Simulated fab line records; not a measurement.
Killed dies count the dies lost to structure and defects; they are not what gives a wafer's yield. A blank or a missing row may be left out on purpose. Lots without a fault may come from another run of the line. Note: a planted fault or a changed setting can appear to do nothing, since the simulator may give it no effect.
Struck lot and sound lot, side by side + flow rit-cmos + 21 out of 202 route steps
Sound: these wafers, L739.1, L739.2, L739.5. Wafers struck: L747.1, L747.3, L747.4. At the end, the cause is stated.
Per side, at each step with rows, come the tool, then ch with its chambers, and then its first start. Under that, the readings that differ: sound wafers + struck wafers + difference of the means + sigmas: that difference in standard deviations of wafers without a fault.
alike: a reading whose means differ by less than 2 such deviations, as well as words and numbers matching on both sides. not compared: withheld readings; readings where some wafer has no value; bounds like >300 that might hide an equal value; numbers whose values overlap and for which the record gives no deviation.
Wherever a step has rows on one side only, a row that says differs or no value, or a row with sigmas, the two part there. Non-overlapping numbers with no deviation appear without sigmas and do not part them. Lack of a reading on every wafer of one side parts them only where that side has two or more wafers.

first, 6 steps without rows for these wafers: RIT_NRETRO_HMDS_00 (prime time 60 s); RIT_NRETRO_COAT_01 (resist thk 1300 nm); RIT_NRETRO_SOFTBAKE_02 (time 60 s); RIT_NRETRO_EXPOSE_03 (exposes mask M4, target cd 43900 nm); RIT_NRETRO_PEB_04; RIT_NRETRO_DEVELOP_05 (develop time 68 s).
RIT_NRETRO_OVL_MEAS_06:
  struck on overlay-02, day 4 03:47; sound on overlay-01, day 2 10:37
  alike: NRETRO_OVL
then, 2 steps without rows for these wafers: RIT_NRETRO_HARDBAKE_07 (time 120 s); RIT_NRETRO_IMPLANT_08.
RIT_NRETRO_STRIP_09: strips in O2, time 180 s.
  sound on plasma-asher-01 ch 0,1, day 2 11:02; struck on plasma-asher-02 ch 0,1, day 4 04:14
| reading                        | sound          | struck         | difference | sigmas |
|--------------------------------|----------------|----------------|------------|--------|
| chamber-pressure-mTorr (mTorr) | 3998 3995 3996 | 4002 4006 4005 | +8         | +2     |
  alike: drypump-motor-current-A, rf-refl-power-W
  not compared: rf-hours-counter-h
RIT_NRETRO_TW_MEAS_10:
  struck on film-metro-02, day 4 04:24; sound on film-metro-02, day 2 11:13
  alike: NRETRO_TW
then, 1 step without rows for these wafers: RIT_PRETRO_HMDS_00 (prime time 60 s).
RIT_PRETRO_COAT_01: resist thk 1300 nm.
  sound on litho-track-03 ch 0, day 2 11:26; struck on litho-track-03 ch 0, day 4 04:37
| reading                                     | sound          | struck         | difference | sigmas |
|---------------------------------------------|----------------|----------------|------------|--------|
| model.NOVOLAK_of_PRETRO_COAT_01.thk-nm (nm) | 1303 1311 1306 | 1328 1327 1325 | +20        |        |
  alike: dispense-pressure-kPa
RIT_PRETRO_SOFTBAKE_02: time 61.53 s.
  sound on litho-track-03 ch 0, day 2 11:35; struck on litho-track-03 ch 0, day 4 04:46
| reading             | sound             | struck            | difference | sigmas |
|---------------------|-------------------|-------------------|------------|--------|
| softbake-temp-c (C) | 89.72 89.88 89.69 | 90.36 90.30 89.93 | +0.43      | +3     |
  alike: plate-sensor-t-centre-C, plate-sensor-t-edge-C
then, 3 steps without rows for these wafers: RIT_PRETRO_EXPOSE_03 (exposes mask M5, target cd 43700 nm); RIT_PRETRO_PEB_04; RIT_PRETRO_DEVELOP_05 (develop time 68 s).
RIT_PRETRO_OVL_MEAS_06:
  struck on overlay-01, day 4 05:20; sound on overlay-02, day 2 12:17
  alike: PRETRO_OVL
RIT_PRETRO_HARDBAKE_07: time 120 s.
  sound on litho-track-03 ch 0, day 2 12:19; struck on litho-track-03 ch 0, day 4 05:23
| reading                                     | sound          | struck         | difference | sigmas |
|---------------------------------------------|----------------|----------------|------------|--------|
| model.NOVOLAK_of_PRETRO_COAT_01.thk-nm (nm) | 1140 1146 1142 | 1161 1160 1158 | +17        |        |
after that, 1 step had no rows for these wafers: RIT_PRETRO_IMPLANT_08.
RIT_M1_PROBE_99:
  the record has rows for the struck wafers here (prober-01, day 5 06:53) and none for the sound ones

WHERE THEY PART
Earliest at RIT_NRETRO_STRIP_09; latest, in this record, at RIT_M1_PROBE_99.

WHY: whatever the simulator had introduced
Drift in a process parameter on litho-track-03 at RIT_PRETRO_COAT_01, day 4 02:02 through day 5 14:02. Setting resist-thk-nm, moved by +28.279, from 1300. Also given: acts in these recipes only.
